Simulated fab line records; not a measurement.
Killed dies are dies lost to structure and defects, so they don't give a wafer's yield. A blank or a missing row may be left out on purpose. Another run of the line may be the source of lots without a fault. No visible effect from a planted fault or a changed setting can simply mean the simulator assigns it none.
What tool caused it? ; flow berkeley_cmos170 ; Sampling: 14 lots, 42 wafers, 2 of 331 route steps

## WHAT THE GAUGES READ, wafer by wafer
UCB170_PVT_OVL_MEAS_06. Usual: PVT_OVL -2 nm, standard deviation 6.7.
lot;measured;on;PVT_OVL (nm);flag
L212;day 6 09:52;overlay-01;-15 -13 -8;
L220;day 7 07:12;overlay-01;4 7 4;
L217;day 7 07:40;overlay-02;9 9 6;
L219;day 7 10:07;overlay-01;-6 -12 -4;
L228;day 8 21:04;overlay-02;7 -1 3;
L227;day 8 21:53;overlay-02;-11 -12 -4;
L226;day 8 22:05;overlay-02;-8 -10 -4;
L229;day 8 22:22;overlay-01;-3 2 -8;
L234;day 10 03:47;overlay-01;6 2 3;
L231;day 10 03:53;overlay-02;4 -3 3;
L230;day 10 04:00;overlay-01;0 0 7;
L233;day 10 04:04;overlay-02;-12 -9 -2;
L232;day 10 04:26;overlay-01;6 7 12;
L235;day 10 14:35;overlay-02;-5 -6 -7;

UCB170_PVT_TW_MEAS_09. Usual: PVT_TW 507, standard deviation 3.1.
lot;measured;on;PVT_TW;flag
L212;day 6 10:09;film_metro-04;503 503 503;
L220;day 7 07:30;film_metro-04;509 509 508;
L217;day 7 07:57;film_metro-04;507 503 505;
L219;day 7 10:25;film_metro-01;506 508 508;
L228;day 8 21:21;film_metro-01;511 508 507;
L227;day 8 22:10;film_metro-03;511 512 511;
L226;day 8 22:22;film_metro-03;511 510 511;
L229;day 8 22:40;film_metro-01;510 511 510;
L234;day 10 04:05;film_metro-01;507 508 508;
L231;day 10 04:10;film_metro-03;510 513 512;
L230;day 10 04:18;film_metro-01;507 506 506;
L233;day 10 04:22;film_metro-01;512 509 510;
L232;day 10 04:43;film_metro-04;504 506 507;
L235;day 10 14:53;film_metro-03;511 507 514;

## TOOL THAT RAN EACH LOT (tool first, then ch and the chambers of the sampled wafers, then the start)
The record shows no process step preceding these readings.

## AS READ BY THE TOOLS THEMSELVES (means over the sampled wafers that have a number; for cases with no such wafer, the mark the record gives instead)
The record holds no such reading with a usual standard deviation.

## THE ANSWER, worked out from the rows above alone
Rule: a lot is off if the mean of its wafers that have a number lies more than 3 standard deviations from the usual mean. Also off: a lot with no number at a reading for which 4 or more lots have one. Where the step has rows for the other lots, those lots are counted as sound. The gauges are gone through in route order, then the tools' own readings, and for those a lot's mean is taken as printed above. At the first step where some lot is off, the reading lying furthest off is the one used; lots without a number count as furthest.
None of the lots is off at any reading shown; this tells nothing.

## WHAT THE SIMULATOR PUT IN
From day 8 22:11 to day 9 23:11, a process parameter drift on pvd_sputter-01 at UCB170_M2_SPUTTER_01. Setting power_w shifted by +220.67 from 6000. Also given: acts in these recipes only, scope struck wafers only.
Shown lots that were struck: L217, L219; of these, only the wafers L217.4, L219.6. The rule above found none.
